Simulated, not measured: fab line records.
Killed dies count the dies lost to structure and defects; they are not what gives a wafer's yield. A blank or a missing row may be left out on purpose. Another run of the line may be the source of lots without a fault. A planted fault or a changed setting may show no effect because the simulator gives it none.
2 desks, one fault || flow rit_cmos || each desk has only its own numbers; what lay behind them comes last

== AT THE METROLOGY DESK ==
What the gauges read for every lot (on any tool): the sampled wafers with a number, averaged. The brackets show how far a lot's mean lies from the usual mean; more than 4 standard deviations puts the lot out of limits, marked OUT.
Columns: A = NWELL_RS at RIT_WELLDRIVE_RS_MEAS_01, usual 275.7 ohm/sq; B = PWELL_RS at RIT_WELLDRIVE_RS_MEAS_02, usual 430.9 ohm/sq
{"lot": "L920", "first seen here": "day 2 08:42", "A": 276.2, "B": 430.5}
{"lot": "L921", "first seen here": "day 2 18:41", "A": 275.7, "B": 431.7}
{"lot": "L922", "first seen here": "day 2 18:41", "A": 276.7, "B": 431.8}
{"lot": "L923", "first seen here": "day 3 00:25", "A": 275.3, "B": 431.8}
{"lot": "L924", "first seen here": "day 3 05:44", "A": 275.2, "B": 432.5}
{"lot": "L925", "first seen here": "day 3 09:17", "A": 273.8, "B": 430.1}
{"lot": "L926", "first seen here": "day 3 12:26", "A": 276.8, "B": 429.0}
{"lot": "L927", "first seen here": "day 3 16:35", "A": 274.3, "B": 430.0}
{"lot": "L928", "first seen here": "day 3 21:46", "A": "301.7 (+33) OUT", "B": "457.5 (+20) OUT"}
{"lot": "L929", "first seen here": "day 4 04:13", "A": "300.8 (+31) OUT", "B": "456.6 (+20) OUT"}
{"lot": "L930", "first seen here": "day 4 10:55", "A": "300.2 (+31) OUT", "B": "455.3 (+19) OUT"}
{"lot": "L938", "first seen here": "day 6 08:07", "A": 275.7, "B": 429.8}
{"lot": "L939", "first seen here": "day 6 11:15", "A": 276.5, "B": 431.0}
{"lot": "L940", "first seen here": "day 6 11:16", "A": 275.7, "B": 433.4}
{"lot": "L942", "first seen here": "day 7 01:07", "A": 274.9, "B": 430.9}
This desk finds L928, L929, L930 out of limits, with the earliest case on L928 at day 3 21:46 (NWELL_RS at RIT_WELLDRIVE_RS_MEAS_01). L920, L921, L922, L923, L924, L925, L926, L927, L938, L939, L940, L942: within limits.

== DESK OF THE TOOL OWNER: furnace-04 ==
The tool's own readings at RIT_WELLDRIVE_ANNEAL_00 (time 14700 s): means of the sampled wafers that have a number, for each lot that ran on this tool. The brackets show how far a lot's mean lies from the usual mean; more than 4 standard deviations puts the lot out of limits, marked OUT.
Columns: A = run_length_s at RIT_WELLDRIVE_ANNEAL_00, usual 18269 s
{"lot": "L920", "first seen here": "day 2 03:36", "A": 18269}
{"lot": "L923", "first seen here": "day 2 19:19", "A": 18264}
{"lot": "L924", "first seen here": "day 3 00:39", "A": 18270}
{"lot": "L927", "first seen here": "day 3 11:28", "A": 18276}
{"lot": "L928", "first seen here": "day 3 16:41", "A": "12401 (-99 or more) OUT"}
{"lot": "L929", "first seen here": "day 3 23:08", "A": "12385 (-99 or more) OUT"}
{"lot": "L930", "first seen here": "day 4 05:47", "A": "12385 (-99 or more) OUT"}
{"lot": "L942", "first seen here": "day 6 20:01", "A": 18269}
This desk's verdict: out of limits on L928, L929, L930, starting with L928 at day 3 16:41 (run_length_s at RIT_WELLDRIVE_ANNEAL_00). L920, L923, L924, L927, L942: within limits.

== TAKEN TOGETHER ==
At day 3 16:41, on L928, L929, L930, the tool owner's desk was in a position to raise an alarm.
An alarm was possible from the metrology desk at day 3 21:46, on L928, L929, L930.
On furnace-04, each named lot ran RIT_WELLDRIVE_ANNEAL_00.

== WHAT WAS PUT IN BY THE SIMULATOR ==
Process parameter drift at RIT_WELLDRIVE_ANNEAL_00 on furnace-04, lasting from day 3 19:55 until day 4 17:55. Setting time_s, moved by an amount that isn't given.
Struck lots among those shown: L928, L929, L930.
